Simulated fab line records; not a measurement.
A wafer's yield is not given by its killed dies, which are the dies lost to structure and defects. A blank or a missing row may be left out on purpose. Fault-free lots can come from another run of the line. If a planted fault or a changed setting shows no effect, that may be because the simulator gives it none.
The tool behind it: which one? | flow berkeley_cmos170 | 45 wafers from 15 lots sampled at 5 of the route's 331 steps

## WHAT THE GAUGES READ, wafer by wafer
UCB170_NSD_TW_MEAS_10.
lot  | measured     | on            | NSD_TW
L199 | day 7 05:53  | film_metro-01 | 4239 4189 4222
L202 | day 7 06:07  | film_metro-04 | 4240 4231 4222
L200 | day 7 06:10  | film_metro-01 | 4214 4207 4199
L198 | day 7 06:20  | film_metro-02 | 4193 4195 4192
L205 | day 8 06:06  | film_metro-02 | 4180 4189 4196
L206 | day 8 06:14  | film_metro-04 | 4270 4248 4275
L207 | day 9 02:39  | film_metro-01 | 4224 4201 4202
L208 | day 9 02:53  | film_metro-01 | 4207 4224 4211
L212 | day 9 19:55  | film_metro-01 | 4214 4216 4221
L211 | day 9 20:41  | film_metro-01 | 4223 4229 4216
L213 | day 9 20:55  | film_metro-02 | 4183 4192 4183
L215 | day 10 08:03 | film_metro-02 | 4207 4199 4173
L217 | day 10 14:44 | film_metro-02 | 4197 4179 4190
L218 | day 10 15:12 | film_metro-01 | 4217 4208 4201
L220 | day 11 08:22 | film_metro-01 | 4196 4195 4181

UCB170_V1_THK_MEAS_01.
lot  | measured     | on            | V1_TEOS_THK (nm)
L199 | day 7 20:04  | film_metro-03 | 2005 1965 1996
L202 | day 7 20:04  | film_metro-04 | 1974 1984 1977
L200 | day 7 20:05  | film_metro-02 | 1992 2007 2002
L198 | day 7 20:14  | film_metro-04 | 1995 2005 2046
L205 | day 8 20:22  | film_metro-03 | 1694 1730 1720
L206 | day 8 20:13  | film_metro-04 | 1687 1664 1709
L207 | day 9 16:35  | film_metro-04 | 1659 1701 1703
L208 | day 9 16:31  | film_metro-03 | 1991 1968 2004
L212 | day 10 16:17 | film_metro-03 | 2012 2028 2045
L211 | day 10 16:26 | film_metro-02 | 1999 1990 2035
L213 | day 10 16:21 | film_metro-03 | 1988 2001 2009
L215 | day 10 22:49 | film_metro-03 | 1981 2008 2023
L217 | day 11 04:19 | film_metro-04 | 2028 2038 2005
L218 | day 11 04:28 | film_metro-04 | 2047 2032 2036
L220 | day 11 22:20 | film_metro-04 | 1971 1993 1988

UCB170_V1_OVL_MEAS_13.
lot  | measured     | on         | V1_OVL (nm)
L199 | day 7 22:28  | overlay-01 | -2 -2 1
L202 | day 7 22:43  | overlay-01 | -1 7 3
L200 | day 7 22:34  | overlay-02 | 3 5 6
L198 | day 7 22:50  | overlay-02 | -12 -6 -13
L205 | day 9 00:39  | overlay-01 | -3 10 11
L206 | day 9 00:18  | overlay-01 | -4 -8 -4
L207 | day 9 21:27  | overlay-02 | 1 -5 2
L208 | day 9 20:40  | overlay-02 | -3 -4 1
L212 | day 10 18:08 | overlay-02 | -7 -6 0
L211 | day 10 19:34 | overlay-02 | -10 0 -3
L213 | day 10 19:02 | overlay-01 | 1 -5 0
L215 | day 11 01:22 | overlay-01 | -7 -3 -3
L217 | day 11 08:49 | overlay-01 | 1 3 0
L218 | day 11 08:53 | overlay-02 | -2 -6 -4
L220 | day 12 01:02 | overlay-01 | -10 -6 -4

## EACH LOT AND THE TOOL THAT RAN IT (in order: tool; ch and the chambers of the sampled wafers; start)
lot  | UCB170_SILICIDE_RTA_04           | UCB170_V1_CVD_00
L199 | rtp_anneal-02 ch 0, day 7 07:56  | pecvd-02 ch 0,1, day 7 19:55
L202 | rtp_anneal-01 ch 0, day 7 08:11  | pecvd-03 ch 0,1,2, day 7 19:55
L200 | rtp_anneal-02 ch 0, day 7 08:25  | pecvd-04 ch 0,1, day 7 19:55
L198 | rtp_anneal-01 ch 0, day 7 08:35  | pecvd-02 ch 1,2, day 7 20:04
L205 | rtp_anneal-02 ch 0, day 8 08:20  | pecvd-04 ch 0,2, day 8 20:13
L206 | rtp_anneal-01 ch 0, day 8 08:20  | pecvd-04 ch 1,2, day 8 20:03
L207 | rtp_anneal-01 ch 0, day 9 04:40  | pecvd-04 ch 0,2, day 9 16:21
L208 | rtp_anneal-02 ch 0, day 9 05:01  | pecvd-02 ch 0,1,2, day 9 16:21
L212 | rtp_anneal-01 ch 0, day 9 22:20  | pecvd-03 ch 1,2, day 10 16:07
L211 | rtp_anneal-02 ch 0, day 9 23:05  | pecvd-03 ch 0,1, day 10 16:16
L213 | rtp_anneal-01 ch 0, day 9 23:32  | pecvd-02 ch 0,2, day 10 16:07
L215 | rtp_anneal-01 ch 0, day 10 10:41 | pecvd-02 ch 0,1,2, day 10 22:38
L217 | rtp_anneal-02 ch 0, day 10 16:40 | pecvd-03 ch 0,1,2, day 11 04:12
L218 | rtp_anneal-02 ch 0, day 10 17:09 | pecvd-03 ch 0,1,2, day 11 04:22
L220 | rtp_anneal-01 ch 0, day 11 10:48 | pecvd-02 ch 0,2, day 11 22:06
- UCB170_SILICIDE_RTA_04: time 15 s.
- UCB170_V1_CVD_00: deposits SiO2 from TEOS/O2, target thk 2000 nm, time 250 s.

## AS READ BY THE TOOLS THEMSELVES (means over the sampled wafers that have a number; for cases with no such wafer, the mark the record gives instead)
UCB170_SILICIDE_RTA_04.
lot  | tool          | lamp_power_pct (%) | wafer_temp_C_max
L199 | rtp_anneal-02 | 11.0               | 652.4
L202 | rtp_anneal-01 | 12.7               | 653.5
L200 | rtp_anneal-02 | 11.0               | 653.1
L198 | rtp_anneal-01 | 12.7               | 653.5
L205 | rtp_anneal-02 | 11.0               | 652.7
L206 | rtp_anneal-01 | 12.7               | 653.4
L207 | rtp_anneal-01 | 12.7               | 653.5
L208 | rtp_anneal-02 | 11.0               | 652.2
L212 | rtp_anneal-01 | 12.7               | 653.7
L211 | rtp_anneal-02 | 11.0               | 653.0
L213 | rtp_anneal-01 | 12.7               | 653.0
L215 | rtp_anneal-01 | 12.7               | 653.8
L217 | rtp_anneal-02 | 11.0               | 652.2
L218 | rtp_anneal-02 | 11.0               | 652.7
L220 | rtp_anneal-01 | 12.7               | 652.9

UCB170_V1_CVD_00.
lot  | tool     | heater_power_w (W) | run_length_s (s)
L199 | pecvd-02 | 191                | 278.4
L202 | pecvd-03 | 335                | 278.2
L200 | pecvd-04 | 246                | 277.1
L198 | pecvd-02 | 203                | 278.0
L205 | pecvd-04 | 199                | 237.8
L206 | pecvd-04 | 181                | 237.6
L207 | pecvd-04 | 205                | 237.8
L208 | pecvd-02 | 221                | 278.1
L212 | pecvd-03 | 294                | 278.7
L211 | pecvd-03 | 325                | 278.4
L213 | pecvd-02 | 164                | 277.9
L215 | pecvd-02 | 205                | 278.3
L217 | pecvd-03 | 319                | 278.3
L218 | pecvd-03 | 256                | 278.1
L220 | pecvd-02 | 172                | 277.8

## THE ANSWER, worked out from the rows above alone
Rule: the usual values come from the lots themselves. Put in order of their means at a reading, lots are off if they are a third of the lots or fewer, leave a main group of 4 or more, and stand apart from it by a gap of 3 or more times the standard deviation of the main group's means; of several such gaps the widest counts. The tables above print the reading to a certain number of digits; a main group whose means all agree to those digits is not used. A lot without any number at a reading at which 4 lots or more have one is off too. Where the step has rows for the other lots, those lots are counted as sound. After the gauges, taken in route order, come the tools' own readings; for these a lot's mean is taken, as printed above. At the first step where some lot is off, the reading lying furthest off is the one used; lots without a number count as furthest.
Off: L205, L206, L207, at UCB170_V1_THK_MEAS_01 (V1_TEOS_THK). The main group has a mean of 2005 nm with a standard deviation of 18.
If a tool, at a process step before that reading, ran all the lots that are off and no sound lot after the first of them, it fits. The gauges at UCB170_V1_THK_MEAS_01 aren't tried: what is off there is off at UCB170_V1_CVD_00 too, on other tools, and a gauge's error can't cause that. One candidate fits, namely pecvd-04 at UCB170_V1_CVD_00. Its last sound lot is L200 (day 7 19:55), its first lot that is off L206 (day 8 20:03): a fault that began between those two fits.
On the lots that are off, the tool's own readings at UCB170_V1_CVD_00 differ by more than 5 times the standard deviation of the sound lots' means, which bears it out; run_length_s reads 237.7 s there versus 278.1 s on the sound lots.

## WHAT THE SIMULATOR HAD INSERTED
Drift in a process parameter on pecvd-04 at UCB170_V1_CVD_00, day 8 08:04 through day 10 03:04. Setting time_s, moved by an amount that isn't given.
Shown lots that were struck: L205, L206, L207. The rule above found the same.
